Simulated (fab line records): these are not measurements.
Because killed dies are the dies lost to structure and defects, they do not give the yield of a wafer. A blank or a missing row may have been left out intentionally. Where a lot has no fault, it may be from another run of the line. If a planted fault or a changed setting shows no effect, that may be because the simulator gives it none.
Check of tool commonality | flow berkeley cmos170 | Lots sampled 14, wafers sampled 42

== WHY THIS WAS OPENED ==
UCB170_V1_THK_MEAS_04, reading V1_POLISHED_THK: flagged on 2 of 14 lots. Wafers without a fault read 1000.1 nm, standard deviation 1.6.
Rule: a lot is flagged when every wafer of it that has a number lies more than 4 standard deviations from that mean, or none has a number. The rest of the lots are taken to be sound.

lot  | measured     | on            | V1_POLISHED_THK (nm), wafer by wafer | flag
L415 | day 7 07:25  | film metro-02 | 999.9 1000.7 1001.0                  |
L416 | day 7 18:20  | film metro-03 | 997.6 999.5 998.7                    |
L418 | day 8 07:55  | film metro-03 | 1000.6 998.3 1001.3                  |
L420 | day 8 19:37  | film metro-01 | 1001.9 1001.2 1000.0                 |
L424 | day 9 13:04  | film metro-03 | 999.1 998.1 998.0                    |
L423 | day 9 13:22  | film metro-02 | 1001.3 1000.3 997.9                  |
L425 | day 9 13:22  | film metro-03 | 1001.7 996.7 998.9                   |
L426 | day 10 06:34 | film metro-01 | 1000.7 1003.4 1002.5                 |
L428 | day 10 15:20 | film metro-03 | 1000.7 999.9 995.0                   |
L430 | day 10 17:49 | film metro-03 | 1000.3 998.1 999.4                   |
L429 | day 10 22:38 | film metro-03 | 1964.1 1995.5 1984.1                 | FLAGGED
L433 | day 11 15:49 | film metro-03 | 1962.9 1945.6 2015.7                 | FLAGGED
L436 | day 11 15:49 | film metro-01 | 1001.8 1003.0 1001.5                 |
L437 | day 11 16:07 | film metro-03 | 1001.2 999.2 1000.2                  |
The numbers of the flagged lots are 1978.0 nm on average: +977.9 nm against the usual, or +99 or more standard deviations.

== WHICH TOOL EACH LOT WENT THROUGH ==
The record keeps 1 process step preceding the reading, out of 331 steps on the route. Cell contents, in order: the tool; ch with the chambers the sampled wafers went through; the start.
lot  | flag    | UCB170_V1_CMP_02
L415 |         | cmp-02 ch 0,2,3, day 7 06:59
L416 |         | cmp-02 ch 1,2,3, day 7 18:04
L418 |         | cmp-02 ch 1,3, day 8 07:32
L420 |         | cmp-01 ch 0,1,3, day 8 19:14
L424 |         | cmp-01 ch 0,2, day 9 12:38
L423 |         | cmp-01 ch 1,3, day 9 12:56
L425 |         | cmp-02 ch 1,2,3, day 9 12:59
L426 |         | cmp-01 ch 2,3, day 10 06:07
L428 |         | cmp-02 ch 1,2, day 10 14:56
L430 |         | cmp-01 ch 0,2, day 10 17:26
L429 | FLAGGED | cmp-02 ch 0,1, day 10 22:13
L433 | FLAGGED | cmp-01 ch 0,1,3, day 11 15:23
L436 |         | cmp-02 ch 0,2, day 11 15:23
L437 |         | cmp-02 ch 0,2,3, day 11 15:44
What these steps do:
- UCB170_V1_CMP_02: polishes SiO2.
- UCB170_V1_THK_MEAS_04

== FLAGGED OVER TOTAL, TOOL BY TOOL (the gauges that took the reading come last) ==
step                  | tool          | lots run | flagged | share of the flagged lots | sound lots run after its first flagged lot
UCB170_V1_CMP_02      | cmp-01        | 6        | 1       | some                      | 0
UCB170_V1_CMP_02      | cmp-02        | 8        | 1       | some                      | 2 (L436,L437)
UCB170_V1_THK_MEAS_04 | film metro-01 | 3        | 0       | none                      | -
UCB170_V1_THK_MEAS_04 | film metro-02 | 2        | 0       | none                      | -
UCB170_V1_THK_MEAS_04 | film metro-03 | 9        | 2       | all                       | 1 (L437)

== WHAT THE TABLE PERMITS ==
Rows of the table that ran each flagged lot: 1, that is film metro-03 at UCB170_V1_THK_MEAS_04.
- film metro-03 at UCB170_V1_THK_MEAS_04 ran 9 lots, 2 of them flagged. Sound lots followed the first flagged one (L437) on it, something a lasting fault affecting the whole tool could not allow.
Every row of the table either missed a flagged lot or ran a sound lot after the first.

== WHAT THE SIMULATOR HAD INSERTED ==
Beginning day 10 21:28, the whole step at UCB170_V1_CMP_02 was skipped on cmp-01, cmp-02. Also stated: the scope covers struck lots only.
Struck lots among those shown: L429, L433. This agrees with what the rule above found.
